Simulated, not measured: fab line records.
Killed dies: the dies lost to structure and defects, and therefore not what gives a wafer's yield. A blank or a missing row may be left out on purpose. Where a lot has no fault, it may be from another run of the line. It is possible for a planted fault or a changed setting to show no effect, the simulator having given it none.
A lot that was struck, set against a sound lot | flow berkeley_cmos170 | 15 out of 331 route steps
Sound: the wafers L659.1, L659.4, L659.5. The struck wafers were L671.1, L671.2, L671.4. The cause is given at the end.
Order at every step that has rows: each side's tool, ch and its chambers, its first start. Under that, the readings that differ: sound wafers | struck wafers | difference of the means | sigmas: that difference in standard deviations of wafers without a fault.
alike: same words and numbers on both sides, and readings whose means sit less than 2 such deviations apart. not compared: any withheld reading, any reading some wafer has no value for, any bound like >300 that may hide the same value, and any number with overlapping values for which the record gives no deviation.
A row with sigmas, a row that says differs or no value, or rows on one side alone: a step with any of these is where the two part. Numbers that don't overlap but have no deviation are shown without sigmas and don't part them. A reading that every wafer of one side lacks parts them only if that side has two wafers or more.

first, 1 step without rows for these wafers: UCB170_NVT_IMPLANT_07.
UCB170_NVT_STRIP_08: strips in O2.
  sound on plasma_asher-01 ch 0,1, day 5 11:22; struck on plasma_asher-01 ch 0,1, day 8 01:32
  alike: drypump_motor_current_A, oes_product_au, overash_fraction, strip_time_to_endpoint_s
  not compared: rf_hours_counter_h
UCB170_NVT_TW_MEAS_09:
  struck on film_metro-04, day 8 01:38; sound on film_metro-02, day 5 11:28
  alike: NVT_TW
then, 7 steps without rows for these wafers: UCB170_NVT_CLEAN_10 (cleans in SPM, time 600 s); UCB170_PVT_HMDS_00 (prime time 60 s); UCB170_PVT_COAT_01 (resist thk 900 nm); UCB170_PVT_SOFTBAKE_02 (time 60 s); UCB170_PVT_EXPOSE_03 (exposes mask NWELL, target cd 3000 nm); UCB170_PVT_PEB_04; UCB170_PVT_DEVELOP_05 (develop time 45 s).
UCB170_PVT_OVL_MEAS_06:
  struck on overlay-01, day 8 04:08; sound on overlay-02, day 5 13:38
  alike: PVT_OVL
following that, these wafers have no rows for 1 step: UCB170_PVT_IMPLANT_07.
UCB170_PVT_STRIP_08: strips in O2.
  sound on plasma_asher-01 ch 0,1, day 5 13:49; struck on plasma_asher-04 ch 0,1, day 8 04:19
  reading               | sound             | struck            | difference | sigmas
  oes_product_au (a.u.) | 0.728 0.733 0.729 | 0.810 0.811 0.802 | +0.078     | +18
  overash_fraction      | 0.5 0.5 0.5       | 0.3 0.3 0.3       | -0.2       |
  alike: drypump_motor_current_A, strip_time_to_endpoint_s
  not compared: rf_hours_counter_h
UCB170_PVT_TW_MEAS_09:
  struck on film_metro-03, day 8 04:25; sound on film_metro-03, day 5 13:55
  alike: PVT_TW
-- the record jumps here: 2 days lie between the struck wafers' starts before and after (it left off in module PVT and takes up again in module M3, whose first step shown is number 331 of the route) --
UCB170_M3_PROBE_99:
  rows exist in the record for the struck wafers here (prober-02, day 10 10:04), but not for the sound ones

WHERE THEY PART
Last at UCB170_M3_PROBE_99 as far as this record goes, first at UCB170_PVT_STRIP_08.

WHY: the cause the simulator had injected
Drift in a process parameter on plasma_asher-04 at UCB170_PVT_STRIP_08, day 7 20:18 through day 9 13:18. Setting overash_fraction, moved by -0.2, from 0.5. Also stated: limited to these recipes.
